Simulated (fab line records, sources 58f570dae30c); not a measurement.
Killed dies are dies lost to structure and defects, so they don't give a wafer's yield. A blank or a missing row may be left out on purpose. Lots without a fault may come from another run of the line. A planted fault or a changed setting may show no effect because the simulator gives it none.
One fault seen from 2 desks | flow berkeley_cmos170 | each desk has only its own numbers; what lay behind them comes last

THE TOOL OWNER'S DESK: pvd_sputter-01
The tool's own readings at UCB170_M3_SPUTTER_01 (material Al, target thk 900 nm, time 120 s): means of the sampled wafers that have a number, for each lot that ran on this tool. A lot is out of limits, marked OUT, if its mean lies more than 4 standard deviations from the usual mean; the brackets give that distance.
Columns: A = throttle_valve_pct at UCB170_M3_SPUTTER_01, usual 29.2 %
lot  | first seen here | A
L745 | day 8 19:15     | 28.5
L749 | day 9 07:19     | 29.6
L748 | day 9 11:54     | 29.4
L753 | day 10 05:25    | 28.3
L754 | day 10 08:45    | 29.4
L758 | day 11 09:12    | 29.3
L767 | day 13 08:10    | 28.2
This desk's finding: nothing out of limits on any of the 7 lots.

THE METROLOGY DESK
What the gauges read, lot by lot, whatever tool the lot ran on: means of the sampled wafers that have a number. A lot is out of limits, marked OUT, if its mean lies more than 4 standard deviations from the usual mean; the brackets give that distance.
Columns: A = V1_BOW at UCB170_V1_BOW_MEAS_03, usual 17 um; B = M3_AL_RS at UCB170_M3_RS_MEAS_02, usual 0.0322 ohm/sq; C = M3_AL_THK at UCB170_M3_THK_MEAS_03, usual 912 nm
lot  | first seen here | A  | B                | C
L746 | day 8 10:47     | 15 | 0.0321           | 919
L745 | day 8 12:07     | 17 | 0.0323           | 910
L749 | day 8 20:49     | 28 | 0.0323           | 902
L750 | day 8 22:10     | 23 | 0.0321           | 920
L747 | day 8 23:29     | 15 | 0.0321           | 908
L748 | day 9 03:13     | 17 | 0.0321           | 918
L753 | day 9 22:20     | 18 | 0.0320           | 916
L752 | day 9 23:41     | 16 | 0.0321           | 914
L754 | day 10 00:59    | 20 | 0.0320           | 911
L757 | day 10 04:28    | 15 | 0.0325           | 903
L758 | day 11 01:46    | 18 | 0.0324           | 912
L767 | day 12 23:52    | 19 | 0.0412 (+25) OUT | 778 (-12) OUT
L768 | day 13 01:33    | 17 | 0.0320           | 919
This desk's finding: out of limits on L767; first on L767, day 13 08:16 (M3_AL_RS at UCB170_M3_RS_MEAS_02). In limits: L746, L745, L749, L750, L747, L748, L753, L752, L754, L757, L758, L768.

PUT TOGETHER
The metrology desk could have raised an alarm at day 13 08:16, on L767.
The tool owner's desk saw nothing out of limits.
The tool owner's desk has L767 on record, within its limits.
Of the lots named, all ran UCB170_M3_SPUTTER_01 on pvd_sputter-01.

WHAT THE SIMULATOR HAD PUT IN
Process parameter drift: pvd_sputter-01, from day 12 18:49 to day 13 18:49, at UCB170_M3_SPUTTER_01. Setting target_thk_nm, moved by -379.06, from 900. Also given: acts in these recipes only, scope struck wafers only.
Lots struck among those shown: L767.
Hours from the fault's start to each desk's first reading out of limits: the metrology desk, 13.
